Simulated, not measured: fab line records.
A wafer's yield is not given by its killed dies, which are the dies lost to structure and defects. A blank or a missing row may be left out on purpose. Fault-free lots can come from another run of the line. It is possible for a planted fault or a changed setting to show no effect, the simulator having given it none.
Which of the tools did it? ; flow rit_cmos ; Sampling: 14 lots, 42 wafers, 3 of 202 route steps

== WHAT THE GAUGES SHOWED, per wafer ==
RIT_SILICIDE_RS_MEAS_02: the measuring method here is four-point-probe.
lot;measured;on;SILICIDE_TI_RS (ohm/sq)
L902;day 3 08:42;film_metro-04;47.5 48.7 48.0
L903;day 3 15:20;film_metro-04;46.6 47.4 45.8
L904;day 3 18:52;film_metro-03;47.2 48.1 47.8
L905;day 4 01:30;film_metro-01;46.2 46.3 46.4
L907;day 4 08:53;film_metro-04;47.4 48.3 48.7
L908;day 4 11:11;film_metro-03;47.4 48.3 47.1
L913;day 5 15:31;film_metro-04;32.6 32.6 32.5
L915;day 6 00:34;film_metro-03;32.6 32.3 32.3
L916;day 6 06:45;film_metro-01;48.6 47.3 47.6
L918;day 6 17:46;film_metro-03;47.4 47.4 48.1
L920;day 7 03:55;film_metro-04;48.1 48.2 48.6
L922;day 8 02:20;film_metro-01;47.9 48.0 47.4
L923;day 8 02:39;film_metro-04;47.6 48.5 48.6
L925;day 8 12:41;film_metro-04;47.3 48.1 47.6

RIT_SILICIDE_THK_MEAS_03: measures by xrf.
lot;measured;on;SILICIDE_TI_THK (nm)
L902;day 3 08:49;film_metro-04;29.8 29.1 29.6
L903;day 3 15:26;film_metro-04;30.2 29.7 30.7
L904;day 3 18:58;film_metro-03;29.7 29.1 29.3
L905;day 4 01:37;film_metro-01;30.2 30.1 29.9
L907;day 4 08:59;film_metro-04;29.9 29.3 29.1
L908;day 4 11:19;film_metro-03;29.5 28.9 29.7
L913;day 5 15:38;film_metro-04;40.4 40.3 40.3
L915;day 6 00:41;film_metro-03;39.8 40.3 40.1
L916;day 6 06:52;film_metro-01;28.9 29.4 29.3
L918;day 6 17:53;film_metro-03;29.4 29.4 29.0
L920;day 7 04:02;film_metro-04;29.5 29.4 29.2
L922;day 8 02:27;film_metro-01;29.1 29.0 29.4
L923;day 8 02:46;film_metro-04;29.6 29.2 29.2
L925;day 8 12:49;film_metro-04;29.8 29.3 29.6

== WHAT TOOL EACH LOT RAN ON (gives the tool, then ch and the chambers of the sampled wafers, and finally the start) ==
lot;RIT_SILICIDE_SPUTTER_01
L902;pvd_sputter-01, day 3 08:33
L903;pvd_sputter-02, day 3 15:10
L904;pvd_sputter-01, day 3 18:41
L905;pvd_sputter-02, day 4 01:20
L907;pvd_sputter-04, day 4 08:43
L908;pvd_sputter-01, day 4 11:02
L913;pvd_sputter-02, day 5 15:22
L915;pvd_sputter-02, day 6 00:25
L916;pvd_sputter-01, day 6 06:35
L918;pvd_sputter-01, day 6 17:37
L920;pvd_sputter-01, day 7 03:46
L922;pvd_sputter-01, day 8 02:10
L923;pvd_sputter-04, day 8 02:29
L925;pvd_sputter-01, day 8 12:32
- RIT_SILICIDE_SPUTTER_01: material Ti, target thk 30 nm, time 240 s.

== WHAT THE TOOLS THEMSELVES READ (means of the sampled wafers that have a number; where no wafer has one, the mark that the record gives instead) ==
RIT_SILICIDE_SPUTTER_01.
lot;tool;throttle_valve_pct (%)
L902;pvd_sputter-01;30.3
L903;pvd_sputter-02;30.5
L904;pvd_sputter-01;30.2
L905;pvd_sputter-02;29.2
L907;pvd_sputter-04;29.9
L908;pvd_sputter-01;30.8
L913;pvd_sputter-02;30.5
L915;pvd_sputter-02;29.5
L916;pvd_sputter-01;30.5
L918;pvd_sputter-01;30.2
L920;pvd_sputter-01;30.7
L922;pvd_sputter-01;30.5
L923;pvd_sputter-04;30.1
L925;pvd_sputter-01;30.7

== THE ANSWER, worked out from the rows above alone ==
Rule: usual is defined by the lots themselves. Put in order of their means at a reading, lots are off if they are a third of the lots or fewer, leave a main group of 4 or more, and stand apart from it by a gap of 3 or more times the standard deviation of the main group's means; of several such gaps the widest counts. A main group whose means are all the same, to the digits that the tables above print for the reading, isn't used. A lot without any number at a reading at which 4 lots or more have one is off too. The other lots that the step has rows for count as sound. First the gauges in route order, then the tools' own readings, where a lot's mean is used as printed above. At the first step where some lot is off, the reading lying furthest off is the one used; lots without a number count as furthest.
Off: L913, L915, seen at RIT_SILICIDE_RS_MEAS_02 (SILICIDE_TI_RS). Main group: mean 47.7 ohm/sq, sd 0.59.
If a tool, at a process step before that reading, ran all the lots that are off and no sound lot after the first of them, it fits. The gauges at RIT_SILICIDE_RS_MEAS_02 are tried like those tools. One fits: pvd_sputter-02 at RIT_SILICIDE_SPUTTER_01. A fault onset in the window from L905 (day 4 01:20, its last sound lot) to L913 (day 5 15:22, its first lot off) fits.

== WHAT WAS PUT IN BY THE SIMULATOR ==
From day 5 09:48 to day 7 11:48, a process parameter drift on pvd_sputter-02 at RIT_SILICIDE_SPUTTER_01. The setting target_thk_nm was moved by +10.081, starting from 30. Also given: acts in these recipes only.
Struck lots among those shown: L913, L915. The rule given above showed the same thing.
